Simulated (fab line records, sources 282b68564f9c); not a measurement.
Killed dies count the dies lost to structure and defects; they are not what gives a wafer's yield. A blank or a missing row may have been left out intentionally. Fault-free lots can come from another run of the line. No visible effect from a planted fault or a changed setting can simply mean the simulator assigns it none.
fab line records	flow rit-cmos	part 1 of 2: steps 1 to 29 of 41
[record] lots = 5	wafers = 15	last-day = 7
route steps=202 shown NWELL@29 PWELL@39 WELLDRIVE@50 NRETRO@53 PRETRO@64
lots with no fault: from the same line, run without faults
start-h: the number of hours between the record's first day and the start of the first shown wafer of the lot	wait-h: hours from the lot's prior step to this one	" identical to the entry in the row above	L1.1+2: several wafers, shown together as one row	- value missing, or start not given	* or withheld: withheld	< > ~ a bound
route shown NAME@n: a module of which the file shows steps, and the number in the route of the first	usual: average and standard deviation across the fault-free wafers	same: alike in all rows	chamber/n: place in a boat	sites: each site's reading	_std_site: the standard deviation of these	_edge_site: inner sites' mean taken away from outer sites' mean	radius-mm: how far each site lies from the wafer's centre	mask NAME#n: copy n	behind: the most recent tool/chamber to have shaped the wafer	hold: reason for holding the lot/hours on hold/outcome of the hold	device: the transistor (n, p or np) that didn't switch	end of line: the route-end tests of the same wafers	a step without rows: its recipe alone	killed: dies lost to structure and defects at the first sort, not the wafer's yield	map: a wafer's dies, marking killed ones x, the rest . and places with no die _
set.NAME: the run value of the setting; set.NAME@STEP: its run value at that earlier step	model.NAME: the simulator's own value behind a step, which no gauge read
certain route steps with their lots: each step a table, each wafer a row
services: from which hour (start-h, from the record's first day; less than 0 if before it) a tool's chamber was out of use, for how many hours, and why
[[steps]]
[step RIT_NWELL_COAT_01]
[recipe] resist = NOVOLAK	spin-rpm = 2000	resist-thk-nm = 1300
[usual] exhaust-pa = 44.8/0.83
lot.wafer	tool	chamber	start-h	wait-h	exhaust-pa
L078.1	litho-track-02	0	41.10	0.1	44.3
L078.4	"	0	"	"	44.9
L078.6	"	0	"	"	44.8
L090.1	litho-track-04	0	100.03	0.1	45.1
L090.3	"	0	"	"	45.7
L090.6	"	0	"	"	44.4
L092.1	litho-track-01	0	110.59	0.1	44.2
L092.2	"	0	"	"	44.7
L092.6	"	0	"	"	45.1
L093.1	litho-track-01	0	114.67	0.1	44.1
L093.3	"	0	"	"	43.4
L093.6	"	0	"	"	44.2
L095.3	litho-track-01	0	124.51	0.1	45.9
L095.4	"	0	"	"	44.7
L095.6	"	0	"	"	45.9
[step RIT_NWELL_SOFTBAKE_02]
[recipe] resist = NOVOLAK	temp-c = 90	time-s = 60
[usual] exhaust-pa = 44.9/0.96
[same] time-s = 60
lot.wafer	tool	chamber	start-h	wait-h	exhaust-pa
L078.1	litho-track-02	0	41.25	0.1	45.6
L078.4	"	0	"	"	46.6
L078.6	"	0	"	"	45.7
L090.1	litho-track-04	0	100.18	0.1	45.3
L090.3	"	0	"	"	46.5
L090.6	"	0	"	"	44.2
L092.1	litho-track-01	0	110.74	0.1	45.2
L092.2	"	0	"	"	43.8
L092.6	"	0	"	"	45.7
L093.1	litho-track-01	0	114.82	0.1	44.5
L093.3	"	0	"	"	44.6
L093.6	"	0	"	"	44.6
L095.3	litho-track-01	0	124.66	0.1	45.1
L095.4	"	0	"	"	44.5
L095.6	"	0	"	"	44.4
[step RIT_NWELL_EXPOSE_03]
[recipe] mask-id = M2	na = 0.57	target-cd-nm = 43900	dose-mj = 250
lot.wafer	tool	chamber	start-h	wait-h	mask
L078.1+4+6	iline-stepper-02	0	41.52	0.2	M2#0
L090.1+3+6	iline-stepper-01	0	100.33	0.1	M2#0
L092.1+2+6	iline-stepper-01	0	110.89	0.1	M2#0
L093.1+3+6	iline-stepper-02	0	115.10	0.2	M2#0
L095.3+4+6	iline-stepper-01	0	124.92	0.2	M2#0
[step RIT_NWELL_PEB_04]
[recipe] resist = NOVOLAK	temp-c = withheld	time-s = withheld
[usual] exhaust-pa = 45.1/0.84
lot.wafer	tool	chamber	start-h	wait-h	exhaust-pa
L078.1	litho-track-01	0	41.64	0.1	45.1
L078.4	"	0	"	"	45.5
L078.6	"	0	"	"	46.0
L090.1	litho-track-02	0	100.44	0.1	45.0
L090.3	"	0	"	"	45.8
L090.6	"	0	"	"	46.2
L092.1	litho-track-04	0	111.01	0.1	44.7
L092.2	"	0	"	"	44.9
L092.6	"	0	"	"	43.9
L093.1	litho-track-01	0	115.21	0.1	45.7
L093.3	"	0	"	"	45.4
L093.6	"	0	"	"	46.2
L095.3	litho-track-01	0	125.05	0.1	45.0
L095.4	"	0	"	"	44.5
L095.6	"	0	"	"	44.7
[step RIT_NWELL_DEVELOP_05]
[recipe] resist = NOVOLAK	develop-time-s = 68	dev-temp-c = 23
[usual] exhaust-pa = 44.9/0.86
lot.wafer	tool	chamber	start-h	wait-h	exhaust-pa
L078.1	litho-track-01	0	-	-	45.3
L078.4	"	0	"	"	45.1
L078.6	"	0	"	"	44.7
L090.1	litho-track-02	0	-	-	44.5
L090.3	"	0	"	"	43.9
L090.6	"	0	"	"	44.4
L092.1	litho-track-04	0	-	-	45.8
L092.2	"	0	"	"	45.3
L092.6	"	0	"	"	45.6
L093.1	litho-track-01	0	-	-	45.0
L093.3	"	0	"	"	44.4
L093.6	"	0	"	"	44.6
L095.3	litho-track-01	0	-	-	44.9
L095.4	"	0	"	"	46.6
L095.6	"	0	"	"	45.1
[step RIT_NWELL_OVL_MEAS_06]
[usual] NWELL_OVL = -1.0/1.4
lot.wafer	tool	chamber	start-h	wait-h	NWELL_OVL[nm]
L078.1	overlay-01	-	41.95	-	-0.7
L078.4	"	-	"	"	1.5
L078.6	"	-	"	"	-1.3
L090.1	overlay-01	-	100.76	-	-1.3
L090.3	"	-	"	"	-0.5
L090.6	"	-	"	"	0.5
L092.1	overlay-02	-	111.32	-	-4.1
L092.2	"	-	"	"	-0.7
L092.6	"	-	"	"	-4.0
L093.1	overlay-02	-	115.53	-	-1.2
L093.3	"	-	"	"	-0.7
L093.6	"	-	"	"	-1.5
L095.3	overlay-02	-	125.33	-	-1.4
L095.4	"	-	"	"	-0.8
L095.6	"	-	"	"	-3.2
[step RIT_NWELL_HARDBAKE_07]
[recipe] resist = NOVOLAK	temp-c = 140	time-s = 120
[usual] exhaust-pa = 44.9/0.89
[same] time-s = 120
lot.wafer	tool	chamber	start-h	wait-h	exhaust-pa
L078.1	litho-track-04	0	41.99	0.0	45.9
L078.4	"	0	"	"	45.6
L078.6	"	0	"	"	44.7
L090.1	litho-track-02	0	100.79	0.0	44.6
L090.3	"	0	"	"	44.6
L090.6	"	0	"	"	46.2
L092.1	litho-track-02	0	111.36	0.0	45.9
L092.2	"	0	"	"	46.0
L092.6	"	0	"	"	46.0
L093.1	litho-track-01	0	115.56	0.0	43.6
L093.3	"	0	"	"	44.0
L093.6	"	0	"	"	43.2
L095.3	litho-track-02	0	125.43	0.1	45.6
L095.4	"	0	"	"	45.8
L095.6	"	0	"	"	46.0
[step RIT_NWELL_IMPLANT_08]
[recipe] species = P	energy-kev = 168.6	dose-cm2 = 5e+13	tilt-deg = 7
lot.wafer	tool	chamber	start-h	wait-h
L078.1+4+6	implanter-04	0	42.24	0.2
L090.1+3+6	implanter-02	0	101.04	0.2
L092.1+2+6	implanter-02	0	111.61	0.2
L093.1+3+6	implanter-04	0	115.81	0.2
L095.3+4+6	implanter-04	0	125.65	0.2
[step RIT_NWELL_STRIP_09]
[recipe] chemistry = O2	time-s = 180	resist = NOVOLAK	platen-temp-c = withheld	power-w = 500	pressure-mtorr = 4000	o2-flow-sccm = 4000
[usual] drypump-motor-current-A = 5.7/0.33
[same] time-s = 180
lot.wafer	tool	chamber	start-h	wait-h	drypump-motor-current-A	rf-hours-counter-h
L078.1	plasma-asher-02	0	42.39	0.1	6.1	41
L078.4	"	0	"	"	6.1	-
L078.6	"	0	"	"	6.0	-
L090.1	plasma-asher-01	1	101.19	0.1	5.0	48
L090.3	"	0	"	"	5.8	-
L090.6	"	0	"	"	5.7	-
L092.1	plasma-asher-03	1	111.76	0.1	6.0	28
L092.2	"	0	"	"	5.6	28
L092.6	"	1	"	"	6.0	-
L093.1	plasma-asher-01	0	115.96	0.1	5.8	50
L093.3	"	0	"	"	5.8	-
L093.6	"	0	"	"	5.8	-
L095.3	plasma-asher-03	0	125.81	0.1	5.6	-
L095.4	"	1	"	"	6.0	-
L095.6	"	0	"	"	5.6	-
[step RIT_NWELL_TW_MEAS_10]
[usual] NWELL_TW = 2145/10
lot.wafer	tool	chamber	start-h	wait-h	NWELL_TW
L078.1	film-metro-02	-	42.56	0.1	2135
L078.4	"	-	"	"	2141
L078.6	"	-	"	"	2136
L090.1	film-metro-01	-	101.37	0.1	2153
L090.3	"	-	"	"	2150
L090.6	"	-	"	"	2150
L092.1	film-metro-01	-	111.94	0.1	2152
L092.2	"	-	"	"	2146
L092.6	"	-	"	"	2138
L093.1	film-metro-02	-	116.14	0.1	2152
L093.3	"	-	"	"	2142
L093.6	"	-	"	"	2150
L095.3	film-metro-01	-	125.95	0.1	2144
L095.4	"	-	"	"	2154
L095.6	"	-	"	"	2151
[step RIT_PWELL_HMDS_00]
[recipe] prime-time-s = 60	prime-temp-c = 140
[usual] exhaust-pa = 44.6/0.9
lot.wafer	tool	chamber	start-h	wait-h	exhaust-pa
L078.1	litho-track-04	0	42.62	0.1	45.8
L078.4	"	0	"	"	44.9
L078.6	"	0	"	"	45.6
L090.1	litho-track-03	0	101.43	0.1	44.7
L090.3	"	0	"	"	44.0
L090.6	"	0	"	"	43.4
L092.1	litho-track-03	0	112.00	0.1	45.8
L092.2	"	0	"	"	44.5
L092.6	"	0	"	"	44.9
L093.1	litho-track-03	0	116.20	0.1	44.0
L093.3	"	0	"	"	43.8
L093.6	"	0	"	"	44.9
L095.3	litho-track-03	0	126.04	0.1	44.4
L095.4	"	0	"	"	44.8
L095.6	"	0	"	"	42.8
[step RIT_PWELL_COAT_01]
[recipe] resist = NOVOLAK	spin-rpm = 2000	resist-thk-nm = 1300
[usual] exhaust-pa = 45.0/0.9
lot.wafer	tool	chamber	start-h	wait-h	exhaust-pa
L078.1	litho-track-04	0	42.77	0.1	44.5
L078.4	"	0	"	"	46.0
L078.6	"	0	"	"	46.1
L090.1	litho-track-03	0	101.58	0.1	45.0
L090.3	"	0	"	"	45.4
L090.6	"	0	"	"	45.1
L092.1	litho-track-03	0	112.15	0.1	46.7
L092.2	"	0	"	"	46.5
L092.6	"	0	"	"	46.3
L093.1	litho-track-03	0	116.35	0.1	43.5
L093.3	"	0	"	"	44.3
L093.6	"	0	"	"	44.6
L095.3	litho-track-03	0	126.19	0.1	44.0
L095.4	"	0	"	"	45.7
L095.6	"	0	"	"	45.0
[step RIT_PWELL_SOFTBAKE_02]
[recipe] resist = NOVOLAK	temp-c = 90	time-s = 60
[usual] exhaust-pa = 44.9/0.79
[same] time-s = 60
lot.wafer	tool	chamber	start-h	wait-h	exhaust-pa
L078.1	litho-track-04	0	42.92	0.1	45.4
L078.4	"	0	"	"	45.7
L078.6	"	0	"	"	45.4
L090.1	litho-track-03	0	101.73	0.1	44.3
L090.3	"	0	"	"	44.5
L090.6	"	0	"	"	45.5
L092.1	litho-track-03	0	112.30	0.1	45.8
L092.2	"	0	"	"	44.9
L092.6	"	0	"	"	45.9
L093.1	litho-track-03	0	116.50	0.1	45.6
L093.3	"	0	"	"	45.0
L093.6	"	0	"	"	45.2
L095.3	litho-track-03	0	126.34	0.1	44.1
L095.4	"	0	"	"	44.8
L095.6	"	0	"	"	44.8
[step RIT_PWELL_EXPOSE_03]
[recipe] mask-id = M3	na = 0.57	target-cd-nm = 43700	dose-mj = 250
lot.wafer	tool	chamber	start-h	wait-h	mask
L078.1+4+6	iline-stepper-01	0	43.07	0.1	M3#0
L090.1+3+6	iline-stepper-01	0	101.88	0.1	M3#0
L092.1+2+6	iline-stepper-01	0	112.45	0.1	M3#0
L093.1+3+6	iline-stepper-01	0	116.65	0.1	M3#0
L095.3+4+6	iline-stepper-01	0	126.60	0.2	M3#0
[step RIT_PWELL_PEB_04]
[recipe] resist = NOVOLAK	temp-c = withheld	time-s = withheld
[usual] exhaust-pa = 45.2/0.93
lot.wafer	tool	chamber	start-h	wait-h	exhaust-pa
L078.1	litho-track-01	0	43.19	0.1	45.1
L078.4	"	0	"	"	45.2
L078.6	"	0	"	"	45.9
L090.1	litho-track-03	0	101.99	0.1	44.8
L090.3	"	0	"	"	44.6
L090.6	"	0	"	"	44.6
L092.1	litho-track-01	0	112.93	0.5	45.6
L092.2	"	0	"	"	44.7
L092.6	"	0	"	"	44.3
L093.1	litho-track-03	0	116.77	0.1	45.0
L093.3	"	0	"	"	46.8
L093.6	"	0	"	"	46.2
L095.3	litho-track-01	0	126.91	0.3	46.5
L095.4	"	0	"	"	46.3
L095.6	"	0	"	"	48.1
[step RIT_PWELL_DEVELOP_05]
[recipe] resist = NOVOLAK	develop-time-s = 68	dev-temp-c = 23
[usual] exhaust-pa = 45.0/0.79
lot.wafer	tool	chamber	start-h	wait-h	exhaust-pa
L078.1	litho-track-01	0	-	-	45.5
L078.4	"	0	"	"	44.5
L078.6	"	0	"	"	45.4
L090.1	litho-track-03	0	-	-	44.6
L090.3	"	0	"	"	44.1
L090.6	"	0	"	"	45.4
L092.1	litho-track-01	0	-	-	45.8
L092.2	"	0	"	"	46.5
L092.6	"	0	"	"	44.3
L093.1	litho-track-03	0	-	-	45.3
L093.3	"	0	"	"	45.0
L093.6	"	0	"	"	44.9
L095.3	litho-track-01	0	-	-	44.4
L095.4	"	0	"	"	44.0
L095.6	"	0	"	"	45.3
[step RIT_PWELL_OVL_MEAS_06]
[usual] PWELL_OVL = 1.9/1.4
lot.wafer	tool	chamber	start-h	wait-h	PWELL_OVL[nm]
L078.1	overlay-01	-	43.50	-	2.8
L078.4	"	-	"	"	1.8
L078.6	"	-	"	"	2.3
L090.1	overlay-02	-	102.31	-	2.6
L090.3	"	-	"	"	2.8
L090.6	"	-	"	"	2.0
L092.1	overlay-02	-	113.24	-	1.1
L092.2	"	-	"	"	0.6
L092.6	"	-	"	"	1.6
L093.1	overlay-02	-	117.08	-	2.9
L093.3	"	-	"	"	-0.2
L093.6	"	-	"	"	1.3
L095.3	overlay-02	-	127.18	-	1.2
L095.4	"	-	"	"	2.0
L095.6	"	-	"	"	3.0
[step RIT_PWELL_HARDBAKE_07]
[recipe] resist = NOVOLAK	temp-c = 140	time-s = 120
[usual] exhaust-pa = 44.9/0.9
[same] time-s = 120
lot.wafer	tool	chamber	start-h	wait-h	exhaust-pa
L078.1	litho-track-04	0	43.54	0.0	45.3
L078.4	"	0	"	"	44.5
L078.6	"	0	"	"	47.0
L090.1	litho-track-01	0	102.34	0.0	45.5
L090.3	"	0	"	"	46.1
L090.6	"	0	"	"	46.3
L092.1	litho-track-03	0	113.28	0.0	46.8
L092.2	"	0	"	"	46.5
L092.6	"	0	"	"	44.7
L093.1	litho-track-03	0	117.11	0.0	43.7
L093.3	"	0	"	"	44.9
L093.6	"	0	"	"	45.4
L095.3	litho-track-01	0	127.29	0.1	45.6
L095.4	"	0	"	"	45.3
L095.6	"	0	"	"	45.0
[step RIT_PWELL_IMPLANT_08]
[recipe] species = B	energy-kev = 167	dose-cm2 = 7e+13	tilt-deg = 7
lot.wafer	tool	chamber	start-h	wait-h
L078.1+4+6	implanter-04	0	43.79	0.2
L090.1+3+6	implanter-04	0	102.59	0.2
L092.1+2+6	implanter-04	0	113.53	0.2
L093.1+3+6	implanter-01	0	117.36	0.2
L095.3+4+6	implanter-02	0	127.51	0.2
[step RIT_PWELL_STRIP_09]
[recipe] chemistry = O2	time-s = 180	resist = NOVOLAK	platen-temp-c = withheld	power-w = 500	pressure-mtorr = 4000	o2-flow-sccm = 4000
[usual] drypump-motor-current-A = 5.6/0.34
[same] time-s = 180
lot.wafer	tool	chamber	start-h	wait-h	drypump-motor-current-A	rf-hours-counter-h
L078.1	plasma-asher-04	1	43.94	0.1	5.4	38
L078.4	"	0	"	"	5.1	-
L078.6	"	1	"	"	5.5	-
L090.1	plasma-asher-02	0	102.74	0.1	6.1	48
L090.3	"	1	"	"	5.5	-
L090.6	"	0	"	"	6.1	-
L092.1	plasma-asher-04	0	113.68	0.1	5.0	48
L092.2	"	1	"	"	5.4	48
L092.6	"	0	"	"	5.0	-
L093.1	plasma-asher-03	0	117.51	0.1	5.6	29
L093.3	"	0	"	"	5.6	-
L093.6	"	1	"	"	5.9	-
L095.3	plasma-asher-03	1	127.67	0.1	6.0	-
L095.4	"	0	"	"	5.6	-
L095.6	"	0	"	"	5.6	-
[step RIT_PWELL_TW_MEAS_10]
[usual] PWELL_TW = 953/5.8
lot.wafer	tool	chamber	start-h	wait-h	PWELL_TW
L078.1	film-metro-03	-	44.11	0.1	941
L078.4	"	-	"	"	945
L078.6	"	-	"	"	949
L090.1	film-metro-02	-	102.92	0.1	954
L090.3	"	-	"	"	961
L090.6	"	-	"	"	950
L092.1	film-metro-02	-	113.86	0.1	956
L092.2	"	-	"	"	955
L092.6	"	-	"	"	954
L093.1	film-metro-03	-	117.69	0.1	951
L093.3	"	-	"	"	953
L093.6	"	-	"	"	948
L095.3	film-metro-01	-	127.80	0.1	957
L095.4	"	-	"	"	960
L095.6	"	-	"	"	958
[step RIT_WELLDRIVE_ANNEAL_00]
[recipe] temp-c = 1100	time-s = 14700	ambient = N2
[same] time-s = 14700
lot.wafer	tool	chamber	start-h	wait-h
L078.1+4+6	furnace-04	0	44.17	0.1
L090.1+3+6	furnace-04	0	103.37	0.4
L092.1+2+6	furnace-04	0	113.92	0.1
L093.1+3+6	furnace-01	0	118.82	1.1
L095.3+4+6	furnace-01	0	127.84	0.0
[step RIT_WELLDRIVE_RS_MEAS_01]
[recipe] thk-meas-gauge = four-point-probe
[usual] NWELL_RS = 275.8/0.76
lot.wafer	tool	chamber	start-h	wait-h	NWELL_RS[ohm/sq]
L078.1	film-metro-03	-	49.26	0.0	274.7
L078.4	"	-	"	"	275.3
L078.6	"	-	"	"	276.0
L090.1	film-metro-02	-	108.45	0.0	276.1
L090.3	"	-	"	"	274.9
L090.6	"	-	"	"	275.5
L092.1	film-metro-01	-	119.00	0.0	275.7
L092.2	"	-	"	"	276.7
L092.6	"	-	"	"	276.3
L093.1	film-metro-02	-	123.90	0.0	275.5
L093.3	"	-	"	"	276.1
L093.6	"	-	"	"	276.6
L095.3	film-metro-02	-	132.97	0.0	276.1
L095.4	"	-	"	"	275.5
L095.6	"	-	"	"	275.4
[step RIT_WELLDRIVE_RS_MEAS_02]
[recipe] thk-meas-gauge = four-point-probe
[usual] PWELL_RS = 430.5/1.1
lot.wafer	tool	chamber	start-h	wait-h	PWELL_RS[ohm/sq]
L078.1	film-metro-03	-	49.38	0.1	429.8
L078.4	"	-	"	"	431.4
L078.6	"	-	"	"	431.5
L090.1	film-metro-02	-	108.57	0.1	431.6
L090.3	"	-	"	"	429.4
L090.6	"	-	"	"	430.8
L092.1	film-metro-01	-	119.12	0.1	431.7
L092.2	"	-	"	"	431.6
L092.6	"	-	"	"	431.6
L093.1	film-metro-02	-	124.02	0.1	429.5
L093.3	"	-	"	"	431.1
L093.6	"	-	"	"	431.8
L095.3	film-metro-02	-	133.09	0.1	429.1
L095.4	"	-	"	"	430.1
L095.6	"	-	"	"	431.3
[step RIT_NRETRO_HMDS_00]
[recipe] prime-time-s = 60	prime-temp-c = 140
[usual] exhaust-pa = 45.2/0.9
lot.wafer	tool	chamber	start-h	wait-h	exhaust-pa
L078.1	litho-track-03	0	49.50	0.1	45.8
L078.4	"	0	"	"	45.3
L078.6	"	0	"	"	45.4
L090.1	litho-track-04	0	108.88	0.3	45.5
L090.3	"	0	"	"	45.5
L090.6	"	0	"	"	44.9
L092.1	litho-track-02	0	119.24	0.1	44.4
L092.2	"	0	"	"	44.7
L092.6	"	0	"	"	44.7
L093.1	litho-track-04	0	124.14	0.1	44.5
L093.3	"	0	"	"	46.6
L093.6	"	0	"	"	45.4
L095.3	litho-track-04	0	133.22	0.1	44.5
L095.4	"	0	"	"	44.2
L095.6	"	0	"	"	45.3
[step RIT_NRETRO_COAT_01]
[recipe] resist = NOVOLAK	spin-rpm = 2000	resist-thk-nm = 1300
[usual] exhaust-pa = 44.8/1
lot.wafer	tool	chamber	start-h	wait-h	exhaust-pa
L078.1	litho-track-03	0	49.65	0.1	44.9
L078.4	"	0	"	"	45.3
L078.6	"	0	"	"	46.9
L090.1	litho-track-04	0	109.03	0.1	44.9
L090.3	"	0	"	"	44.3
L090.6	"	0	"	"	43.8
L092.1	litho-track-02	0	119.39	0.1	46.1
L092.2	"	0	"	"	46.7
L092.6	"	0	"	"	47.3
L093.1	litho-track-04	0	124.29	0.1	42.9
L093.3	"	0	"	"	44.1
L093.6	"	0	"	"	43.9
L095.3	litho-track-04	0	133.37	0.1	44.8
L095.4	"	0	"	"	45.5
L095.6	"	0	"	"	45.7
[step RIT_NRETRO_SOFTBAKE_02]
[recipe] resist = NOVOLAK	temp-c = 90	time-s = 60
[usual] exhaust-pa = 44.9/0.84
[same] time-s = 60
lot.wafer	tool	chamber	start-h	wait-h	exhaust-pa
L078.1	litho-track-03	0	49.80	0.1	45.5
L078.4	"	0	"	"	44.7
L078.6	"	0	"	"	45.0
L090.1	litho-track-04	0	109.18	0.1	46.4
L090.3	"	0	"	"	45.1
L090.6	"	0	"	"	44.3
L092.1	litho-track-02	0	119.54	0.1	46.0
L092.2	"	0	"	"	44.9
L092.6	"	0	"	"	45.4
L093.1	litho-track-04	0	124.44	0.1	45.6
L093.3	"	0	"	"	45.7
L093.6	"	0	"	"	46.1
L095.3	litho-track-04	0	133.52	0.1	45.3
L095.4	"	0	"	"	45.0
L095.6	"	0	"	"	45.3
[step RIT_NRETRO_EXPOSE_03]
[recipe] mask-id = M4	na = 0.57	target-cd-nm = 43900	dose-mj = 250
lot.wafer	tool	chamber	start-h	wait-h	mask
L078.1+4+6	iline-stepper-02	0	50.14	0.3	M4#0
L090.1+3+6	iline-stepper-01	0	109.36	0.2	M4#0
L092.1+2+6	iline-stepper-02	0	119.81	0.2	M4#0
L093.1+3+6	iline-stepper-02	0	124.59	0.1	M4#0
L095.3+4+6	iline-stepper-01	0	133.78	0.2	M4#0
[step RIT_NRETRO_PEB_04]
[recipe] resist = NOVOLAK	temp-c = withheld	time-s = withheld
[usual] exhaust-pa = 45.0/0.97
lot.wafer	tool	chamber	start-h	wait-h	exhaust-pa
L078.1	litho-track-02	0	50.34	0.2	45.6
L078.4	"	0	"	"	46.3
L078.6	"	0	"	"	45.5
L090.1	litho-track-03	0	109.48	0.1	45.4
L090.3	"	0	"	"	45.0
L090.6	"	0	"	"	43.8
L092.1	litho-track-04	0	119.99	0.2	44.5
L092.2	"	0	"	"	45.8
L092.6	"	0	"	"	44.2
L093.1	litho-track-03	0	124.71	0.1	45.6
L093.3	"	0	"	"	45.4
L093.6	"	0	"	"	43.5
L095.3	litho-track-02	0	133.91	0.1	44.9
L095.4	"	0	"	"	44.9
L095.6	"	0	"	"	43.8
